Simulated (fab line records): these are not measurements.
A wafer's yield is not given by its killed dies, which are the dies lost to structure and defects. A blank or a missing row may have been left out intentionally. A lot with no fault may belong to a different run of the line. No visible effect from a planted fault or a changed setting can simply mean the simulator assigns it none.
Which tool did it? | flow rit_cmos | 13 lots with 39 wafers sampled at 2 steps, on a route of 202 steps

## WHAT THE GAUGES SHOWED, per wafer
RIT_GATE_CD_MEAS_16 targets a cd of 150 nm. Usual: cd_nm at 149.3 nm, with a standard deviation of 2.2.
lot  | measured    | on        | cd_nm (nm)                          | flag
L334 | day 2 13:55 | cd_sem-02 | 149.8 149.4 147.5                   |
L335 | day 2 20:38 | cd_sem-02 | 146.4 148.6 145.2                   |
L336 | day 3 00:12 | cd_sem-02 | 147.5 145.7 145.2                   |
L337 | day 3 05:23 | cd_sem-02 | 152.0 151.6 150.5                   |
L339 | day 3 16:18 | cd_sem-01 | 149.9 149.1 150.6                   |
L340 | day 3 19:51 | cd_sem-01 | 147.7 148.8 148.1                   |
L341 | day 4 02:15 | cd_sem-01 | 148.4 147.4 148.9                   |
L343 | day 4 15:11 | cd_sem-02 | 149.7 148.7 149.1                   |
L344 | day 4 17:53 | cd_sem-02 | 155.7 151.8 153.4                   |
L345 | day 5 04:49 | cd_sem-02 | 147.2 146.7 147.7                   |
L347 | day 5 11:16 | cd_sem-02 | 139.8 138.9 138.4 140.0 138.9 138.5 | OFF
L356 | day 7 11:55 | cd_sem-02 | 150.3 150.7 149.6                   |
L357 | day 7 14:53 | cd_sem-01 | 146.8 148.1 143.6                   |

## WHAT TOOL EACH LOT RAN ON (gives the tool, then ch and the chambers of the sampled wafers, and finally the start)
lot  | RIT_GATE_EXPOSE_13
L334 | iline_stepper-02 ch 0, day 2 13:31
L335 | iline_stepper-01 ch 0, day 2 20:14
L336 | iline_stepper-01 ch 0, day 2 23:48
L337 | iline_stepper-02 ch 0, day 3 04:59
L339 | iline_stepper-01 ch 0, day 3 15:54
L340 | iline_stepper-01 ch 0, day 3 19:27
L341 | iline_stepper-01 ch 0, day 4 01:51
L343 | iline_stepper-02 ch 0, day 4 14:47
L344 | iline_stepper-02 ch 0, day 4 17:29
L345 | iline_stepper-02 ch 0, day 5 04:25
L347 | iline_stepper-01 ch 0, day 5 10:52
L356 | iline_stepper-01 ch 0, day 7 11:25
L357 | iline_stepper-01 ch 0, day 7 14:29
- RIT_GATE_EXPOSE_13: exposes mask M6, target cd 150 nm.

## WHAT THE TOOLS THEMSELVES READ (means of the sampled wafers that have a number; where no wafer has one, the mark that the record gives instead)
RIT_GATE_EXPOSE_13. Usual: reticle_temp_C 23.01 C, standard deviation 0.11; stage_vel_mm_s 500.02 mm/s, standard deviation 0.26.
lot  | tool             | reticle_temp_C (C) | stage_vel_mm_s (mm/s) | flag
L334 | iline_stepper-02 | 23.12              | 500.38                |
L335 | iline_stepper-01 | 22.96              | 499.99                |
L336 | iline_stepper-01 | 22.88              | 500.12                |
L337 | iline_stepper-02 | 23.00              | 499.97                |
L339 | iline_stepper-01 | 23.13              | 500.08                |
L340 | iline_stepper-01 | 22.76              | 500.00                |
L341 | iline_stepper-01 | 22.99              | 500.41                |
L343 | iline_stepper-02 | 23.02              | 500.01                |
L344 | iline_stepper-02 | 23.02              | 500.07                |
L345 | iline_stepper-02 | 23.01              | 500.01                |
L347 | iline_stepper-01 | 23.12              | 499.93                |
L356 | iline_stepper-01 | 22.95              | 500.04                |
L357 | iline_stepper-01 | 22.92              | 500.28                |

## THE ANSWER, worked out from the rows above alone
Rule: take the mean of a lot's wafers that have a number; if it is more than 3 standard deviations from the usual mean, the lot is off. A lot without any number at a reading at which 4 lots or more have one is off too. Where the step has rows for the other lots, those lots are counted as sound. First the gauges in route order, then the tools' own readings, where a lot's mean is used as printed above. The first step at which some lot is off is used, and at that step the reading that is off furthest; a lot without a number counts as furthest.
Off, at RIT_GATE_CD_MEAS_16 on cd_nm: L347.
A tool fits if, at a process step before that reading, it ran every lot that is off, and no sound lot after the first of them. Gauges at RIT_GATE_CD_MEAS_16: tried the same way as those tools. Of those tried, none fits.

## WHAT HAD BEEN PUT IN BY THE SIMULATOR
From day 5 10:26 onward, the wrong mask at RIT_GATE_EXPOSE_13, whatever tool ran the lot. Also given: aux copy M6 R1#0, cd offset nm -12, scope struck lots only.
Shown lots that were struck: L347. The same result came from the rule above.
